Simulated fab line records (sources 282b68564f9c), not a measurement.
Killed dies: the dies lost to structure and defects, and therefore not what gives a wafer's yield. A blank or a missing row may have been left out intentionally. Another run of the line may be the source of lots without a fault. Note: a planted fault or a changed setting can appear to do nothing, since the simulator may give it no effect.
Comparing a struck lot with a sound one ; flow ritCmos ; 44 steps out of a route of 202
Sound: the wafers L360.2, L360.3, L360.6. Wafers L370.2, L370.3, L370.6 were the ones struck. Last of all comes the cause.
Per side, at each step with rows, come the tool, then ch with its chambers, and then its first start. Under that, the readings that differ: sound wafers ; struck wafers ; difference of the means ; sigmas: that difference in standard deviations of wafers without a fault.
alike: words and numbers the same on both sides, and readings whose means are apart by under 2 such deviations; not compared: readings that were withheld, readings missing a value for some wafer, numbers with overlapping values and no deviation given by the record, and bounds like >300 which may hide the same value.
A row with sigmas, a row that says differs or no value, or rows on one side alone: a step with any of these is where the two part. Non-overlapping numbers with no deviation appear without sigmas and do not part them. Lack of a reading on every wafer of one side parts them only where that side has two or more wafers.

RIT_FOX2_THK_MEAS_01:
  sound on filmMetro-02, day 2 06:15; struck on filmMetro-01, day 4 10:17
reading;sound;struck;difference;sigmas
FOX2_OXIDE_THK (nm);348 341 349;355 362 360;+13;+2
then, 2 steps without rows for these wafers: RIT_FOX2_CLEAN_02 (cleans in dHF, time 180 s); RIT_FOX2_WET_ETCH_03 (etches Si3N4 in H3PO4, target depth 195 nm, time 2700 s).
RIT_FOX2_THK_MEAS_90:
  sound on filmMetro-02, day 2 07:12; struck on filmMetro-01, day 4 11:14
reading;sound;struck;difference;sigmas
FIELD_OXIDE_LEFT_1_THK (nm);321 313 322;328 335 333;+13;+2
then, 6 steps without rows for these wafers: RIT_NWELL_HMDS_00 (prime time 60 s); RIT_NWELL_COAT_01 (resist thk 1300 nm); RIT_NWELL_SOFTBAKE_02 (time 60 s); RIT_NWELL_EXPOSE_03 (exposes mask M2, target cd 43900 nm); RIT_NWELL_PEB_04; RIT_NWELL_DEVELOP_05 (develop time 68 s).
RIT_NWELL_OVL_MEAS_06:
  sound on overlay-02, day 2 08:13; struck on overlay-01, day 4 12:11
  alike: NWELL_OVL
then, 1 step without rows for these wafers: RIT_NWELL_HARDBAKE_07 (time 120 s).
RIT_NWELL_IMPLANT_08:
  sound on implanter-03 ch 0, day 2 08:32; struck on implanter-03 ch 0, day 4 12:38
reading;sound;struck;difference;sigmas
doseIonsCm2;5.007e+13 4.996e+13 4.997e+13;6.49e+13 6.494e+13 6.492e+13;+1.49e+13;+99 or more
faradayCurrentUA;157 162 163;201 211 207;+46;+14
  alike: tiltDeg
RIT_NWELL_STRIP_09: strips in O2, time 180 s.
  sound on plasmaAsher-04 ch 0,1, day 2 08:39; struck on plasmaAsher-04 ch 0,1, day 4 12:45
  alike: drypumpMotorCurrentA
  not compared: rfHoursCounterH
RIT_NWELL_TW_MEAS_10:
  sound on filmMetro-03, day 2 08:50; struck on filmMetro-02, day 4 12:56
reading;sound;struck;difference;sigmas
NWELL_TW;2141 2159 2141;2317 2337 2323;+179;+15
then, 6 steps without rows for these wafers: RIT_PWELL_HMDS_00 (prime time 60 s); RIT_PWELL_COAT_01 (resist thk 1300 nm); RIT_PWELL_SOFTBAKE_02 (time 60 s); RIT_PWELL_EXPOSE_03 (exposes mask M3, target cd 43700 nm); RIT_PWELL_PEB_04; RIT_PWELL_DEVELOP_05 (develop time 68 s).
RIT_PWELL_OVL_MEAS_06:
  sound on overlay-02, day 2 10:04; struck on overlay-01, day 4 13:53
  alike: PWELL_OVL
then, 2 steps without rows for these wafers: RIT_PWELL_HARDBAKE_07 (time 120 s); RIT_PWELL_IMPLANT_08.
RIT_PWELL_STRIP_09: strips in O2, time 180 s.
  sound on plasmaAsher-04 ch 0,1, day 2 10:29; struck on plasmaAsher-02 ch 0,1, day 4 14:19
  alike: drypumpMotorCurrentA
  not compared: rfHoursCounterH
RIT_PWELL_TW_MEAS_10:
  sound on filmMetro-03, day 2 10:41; struck on filmMetro-02, day 4 14:29
  alike: PWELL_TW
then, 1 step without rows for these wafers: RIT_WELLDRIVE_ANNEAL_00 (time 14700 s).
RIT_WELLDRIVE_RS_MEAS_01: a four-point-probe measurement.
  sound on filmMetro-04, day 2 15:50; struck on filmMetro-02, day 4 19:50
reading;sound;struck;difference;sigmas
NWELL_RS (ohm/sq);275.4 275.9 275.5;236.2 236.3 236.7;-39.2;-56
RIT_WELLDRIVE_RS_MEAS_02: a four-point-probe measurement.
  sound on filmMetro-04, day 2 15:57; struck on filmMetro-02, day 4 19:57
  alike: PWELL_RS
then, 6 steps without rows for these wafers: RIT_NRETRO_HMDS_00 (prime time 60 s); RIT_NRETRO_COAT_01 (resist thk 1300 nm); RIT_NRETRO_SOFTBAKE_02 (time 60 s); RIT_NRETRO_EXPOSE_03 (exposes mask M4, target cd 43900 nm); RIT_NRETRO_PEB_04; RIT_NRETRO_DEVELOP_05 (develop time 68 s).
RIT_NRETRO_OVL_MEAS_06:
  sound on overlay-02, day 2 16:56; struck on overlay-01, day 4 20:56
  alike: NRETRO_OVL
then, 2 steps without rows for these wafers: RIT_NRETRO_HARDBAKE_07 (time 120 s); RIT_NRETRO_IMPLANT_08.
RIT_NRETRO_STRIP_09: strips in O2, time 180 s.
  sound on plasmaAsher-03 ch 0,1, day 2 17:22; struck on plasmaAsher-01 ch 0,1, day 4 21:22
  alike: drypumpMotorCurrentA
  not compared: rfHoursCounterH
RIT_NRETRO_TW_MEAS_10:
  sound on filmMetro-04, day 2 17:33; struck on filmMetro-04, day 4 21:34
  alike: NRETRO_TW
then, 2 steps without rows for these wafers: RIT_PRETRO_HMDS_00 (prime time 60 s); RIT_PRETRO_COAT_01 (resist thk 1300 nm).
RIT_M1_METAL_ETCH_12: etches Al in Cl2/BCl3, stops on SiO2, time 165 s, target depth 600 nm.
  sound on rieMetal-01 ch 0,1, day 3 17:59; struck on rieMetal-04 ch 1, day 5 22:22
reading;sound;struck;difference;sigmas
model.M1.cdNm (nm);2600 2599 2599;2580 2579 2579;-20;
  alike: bcl3FlowSccm, drypumpMotorCurrentA, oesProductAu, throttleValvePct
  not compared: rfHoursCounterH
RIT_M1_PROBE_99:
  sound on prober-02, day 3 20:19; struck on prober-02, day 6 00:46
reading;sound;struck;difference;sigmas
model.etest.pmos_0p3.rOnOhmUm;6476 6435 6312;6531 6669 6571;+183;
model.etest.pmosTurned.rOnOhmUm;3474 3444 3304;3493 3582 3588;+147;
model.etest.nwellPinched.rsOhmSq;339.3 343.2 336.8;288.2 288.5 285;-52.5;
model.etest.wellEdgeLeft.lineOhmUm;181.6 183.8 182.5;152.8 152.8 153.5;-29.6;
model.etest.wellEdgeRight.lineOhmUm;181.9 182.1 182.4;150.4 154.4 151.7;-30.0;
model.etest.pmos_0p15.driveUaUm;247.3 251.2 262.7;244.6 236.8 240.1;-13.2;
model.etest.pmosTurned.driveUaUm;188.7 190.3 197.5;183.7 175.8 173.9;-14.4;
  alike: killed_at_M0_to_M3, killedAtContacts, killedAtFrontEnd, killedDies, killedOpen, killedShort
  not compared: model.etest.pmos_0p15.rOnOhmUm

WHERE THEY PART
At RIT_FOX2_THK_MEAS_01 first; at RIT_WELLDRIVE_RS_MEAS_01 last (within this record only). Later steps at which nothing parts them and some readings are alike: RIT_WELLDRIVE_RS_MEAS_02, RIT_NRETRO_OVL_MEAS_06, RIT_NRETRO_STRIP_09, RIT_NRETRO_TW_MEAS_10, RIT_M1_METAL_ETCH_12, RIT_M1_PROBE_99.

WHY: the cause the simulator had injected
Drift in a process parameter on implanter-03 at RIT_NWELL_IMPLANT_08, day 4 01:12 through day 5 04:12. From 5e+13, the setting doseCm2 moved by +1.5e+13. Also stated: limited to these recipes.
